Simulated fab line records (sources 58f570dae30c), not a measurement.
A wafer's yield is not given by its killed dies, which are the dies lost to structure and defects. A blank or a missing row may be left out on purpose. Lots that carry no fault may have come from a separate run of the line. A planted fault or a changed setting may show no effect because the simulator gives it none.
Which tool did it? -- flow berkeley_cmos170 -- 14 lots with 42 wafers sampled at 6 steps, on a route of 331 steps

== WHAT THE GAUGES READ, wafer by wafer ==
UCB170_V1_THK_MEAS_01. Usual: V1_TEOS_THK 1994 nm, standard deviation 26.
lot,measured,on,V1_TEOS_THK (nm),flag
L594,day 7 06:42,film_metro-04,1993 2003 1984,
L593,day 7 06:43,film_metro-02,1981 2021 2011,
L598,day 7 20:28,film_metro-04,1952 1950 1974,
L599,day 7 20:28,film_metro-03,1967 2034 1996,
L601,day 8 11:36,film_metro-02,1977 2033 1982,
L600,day 8 11:37,film_metro-04,1973 2016 2022,
L603,day 8 19:45,film_metro-02,1983 1978 1998,
L602,day 8 19:46,film_metro-04,2008 2009 2048,
L604,day 9 07:12,film_metro-04,1976 1969 2044,
L605,day 9 07:14,film_metro-03,2020 2034 2036,
L610,day 10 17:46,film_metro-02,1940 1966 1989,
L609,day 10 17:45,film_metro-03,1971 1958 2021,
L614,day 11 12:52,film_metro-02,1981 1973 2003,
L616,day 11 23:03,film_metro-03,2012 2034 2014,

UCB170_M2_RS_MEAS_02: measurement is done with a four-point probe. Usual: M2_AL_RS 0.0322 ohm/sq, standard deviation 0.00033.
lot,measured,on,M2_AL_RS (ohm/sq),flag
L594,day 7 09:19,film_metro-03,0.0322 0.0321 0.0321,
L593,day 7 09:46,film_metro-04,0.0323 0.0322 0.0322,
L598,day 7 22:52,film_metro-03,0.0322 0.0322 0.0322,
L599,day 7 23:08,film_metro-04,0.0324 0.0329 0.0329,
L601,day 8 14:28,film_metro-03,0.0321 0.0325 0.0322,
L600,day 8 14:44,film_metro-04,0.0322 0.0319 0.0321,
L603,day 8 22:31,film_metro-03,0.0326 0.0325 0.0324,
L602,day 8 22:24,film_metro-04,0.0321 0.0320 0.0319,
L604,day 9 11:47,film_metro-04,0.0404 0.0400 0.0401,OFF
L605,day 9 11:59,film_metro-01,0.0330 0.0329 0.0326,
L610,day 10 20:13,film_metro-03,0.0324 0.0324 0.0325,
L609,day 10 20:28,film_metro-04,0.0412 0.0416 0.0413,OFF
L614,day 11 15:08,film_metro-04,0.0320 0.0320 0.0322,
L616,day 12 01:20,film_metro-04,0.0326 0.0327 0.0326,

UCB170_M2_THK_MEAS_03: measures by xrf. Usual: M2_AL_THK 919 nm, standard deviation 11.
lot,measured,on,M2_AL_THK (nm),flag
L594,day 7 09:26,film_metro-03,918 919 921,
L593,day 7 09:52,film_metro-04,915 916 915,
L598,day 7 22:59,film_metro-03,916 917 913,
L599,day 7 23:15,film_metro-04,906 905 903,
L601,day 8 14:34,film_metro-03,923 914 926,
L600,day 8 14:50,film_metro-04,917 929 916,
L603,day 8 22:38,film_metro-03,908 912 922,
L602,day 8 22:30,film_metro-04,924 921 924,
L604,day 9 11:55,film_metro-04,734 739 739,OFF
L605,day 9 12:05,film_metro-01,908 906 916,
L610,day 10 20:19,film_metro-03,907 910 905,
L609,day 10 20:35,film_metro-04,715 711 719,OFF
L614,day 11 15:16,film_metro-04,920 913 913,
L616,day 12 01:27,film_metro-04,902 907 905,

UCB170_M2_CD_MEAS_15 targets a cd of 700 nm. Usual: cd_nm at 699.9 nm, with a standard deviation of 1.5.
lot,measured,on,cd_nm (nm),flag
L594,day 7 11:23,cd_sem-02,698.2 698.9 699.6,
L593,day 7 11:56,cd_sem-02,699.7 701.2 700.1,
L598,day 8 00:44,cd_sem-02,698.6 698.9 699.2,
L599,day 8 00:57,cd_sem-02,700.0 698.4 700.0,
L601,day 8 16:52,cd_sem-01,700.6 702.8 703.1,
L600,day 8 17:07,cd_sem-02,698.3 697.9 696.8,
L603,day 9 01:14,cd_sem-01,699.6 699.2 700.3,
L602,day 9 01:25,cd_sem-02,702.2 701.2 701.0,
L604,day 9 14:58,cd_sem-01,699.0 697.9 698.3,
L605,day 9 15:08,cd_sem-02,697.7 696.7 697.6,
L610,day 10 22:08,cd_sem-01,700.7 702.2 701.7,
L609,day 10 22:21,cd_sem-02,700.0 700.6 700.9,
L614,day 11 16:53,cd_sem-01,699.6 700.5 701.9,
L616,day 12 03:05,cd_sem-01,698.9 700.4 698.7,

== TOOL THAT RAN EACH LOT (tool first, then ch and the chambers of the sampled wafers, then the start) ==
lot,UCB170_CONTACT_STRIP_19,UCB170_M2_SPUTTER_01
L594,"plasma_asher-04 ch 0,1, day 6 21:38","pvd_sputter-03, day 7 09:13"
L593,"plasma_asher-04 ch 0,1, day 7 01:54","pvd_sputter-01, day 7 09:37"
L598,"plasma_asher-02 ch 0,1, day 7 13:56","pvd_sputter-03, day 7 22:46"
L599,"plasma_asher-04 ch 1, day 7 14:13","pvd_sputter-01, day 7 23:02"
L601,"plasma_asher-01 ch 0,1, day 8 03:17","pvd_sputter-03, day 8 14:21"
L600,"plasma_asher-04 ch 0,1, day 8 05:08","pvd_sputter-04, day 8 14:37"
L603,"plasma_asher-02 ch 0,1, day 8 11:40","pvd_sputter-03, day 8 22:23"
L602,"plasma_asher-04 ch 0,1, day 8 12:14","pvd_sputter-01, day 8 22:17"
L604,"plasma_asher-01 ch 0,1, day 8 22:41","pvd_sputter-03, day 9 11:43"
L605,"plasma_asher-02 ch 0,1, day 8 22:50","pvd_sputter-01, day 9 11:50"
L610,"plasma_asher-04 ch 0,1, day 10 10:46","pvd_sputter-04, day 10 20:05"
L609,"plasma_asher-04 ch 1, day 10 11:19","pvd_sputter-03, day 10 20:23"
L614,"plasma_asher-02 ch 0,1, day 11 06:37","pvd_sputter-01, day 11 15:03"
L616,"plasma_asher-02 ch 0,1, day 11 15:56","pvd_sputter-01, day 12 01:14"
- UCB170_CONTACT_STRIP_19: strips in O2.
- UCB170_M2_SPUTTER_01: material Al, target thk 900 nm, time 120 s.

== WHAT THE TOOLS THEMSELVES READ (means of the sampled wafers that have a number; where no wafer has one, the mark that the record gives instead) ==
UCB170_CONTACT_STRIP_19. Usual: drypump_motor_current_A 5.8 A, standard deviation 0.58; oes_product_au 0.725 a.u., standard deviation 0.0044.
lot,tool,drypump_motor_current_A (A),oes_product_au (a.u.),flag
L594,plasma_asher-04,6.3,0.725,
L593,plasma_asher-04,6.3,0.725,
L598,plasma_asher-02,5.4,0.725,
L599,plasma_asher-04,6.3,0.727,
L601,plasma_asher-01,5.5,0.723,
L600,plasma_asher-04,6.4,0.723,
L603,plasma_asher-02,5.4,0.730,
L602,plasma_asher-04,6.4,0.723,
L604,plasma_asher-01,5.6,0.722,
L605,plasma_asher-02,5.5,0.723,
L610,plasma_asher-04,6.4,0.728,
L609,plasma_asher-04,6.3,0.724,
L614,plasma_asher-02,5.5,0.727,
L616,plasma_asher-02,5.4,0.728,

UCB170_M2_SPUTTER_01. Usual: throttle_valve_pct at 30.0 %, with a standard deviation of 0.92.
lot,tool,throttle_valve_pct (%),flag
L594,pvd_sputter-03,29.7,
L593,pvd_sputter-01,30.6,
L598,pvd_sputter-03,29.6,
L599,pvd_sputter-01,30.2,
L601,pvd_sputter-03,30.1,
L600,pvd_sputter-04,30.4,
L603,pvd_sputter-03,30.2,
L602,pvd_sputter-01,30.3,
L604,pvd_sputter-03,29.6,
L605,pvd_sputter-01,29.9,
L610,pvd_sputter-04,29.7,
L609,pvd_sputter-03,30.2,
L614,pvd_sputter-01,30.3,
L616,pvd_sputter-01,30.1,

== THE ANSWER, worked out from the rows above alone ==
Rule: take the mean of a lot's wafers that have a number; if it is more than 3 standard deviations from the usual mean, the lot is off. Also off: a lot with no number at a reading for which 4 or more lots have one. The other lots that the step has rows for count as sound. Order of review: gauges by route order, followed by the tools' own readings, for which a lot's mean as printed above is used. At the first step where some lot is off, the reading lying furthest off is the one used; lots without a number count as furthest.
Off: L604, L609, at UCB170_M2_RS_MEAS_02 (M2_AL_RS).
A tool fits if, at a process step before that reading, it ran every lot that is off, and no sound lot after the first of them. Gauges at UCB170_M2_RS_MEAS_02: tried the same way as those tools. One fits: UCB170_M2_SPUTTER_01 on pvd_sputter-03. A fault onset in the window from L603 (day 8 22:23, its last sound lot) to L604 (day 9 11:43, its first lot off) fits.

== WHAT THE SIMULATOR HAD INSERTED ==
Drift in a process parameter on pvd_sputter-03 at UCB170_M2_SPUTTER_01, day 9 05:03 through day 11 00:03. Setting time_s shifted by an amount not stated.
Shown lots that were struck: L604, L609. The rule above reached the same finding.
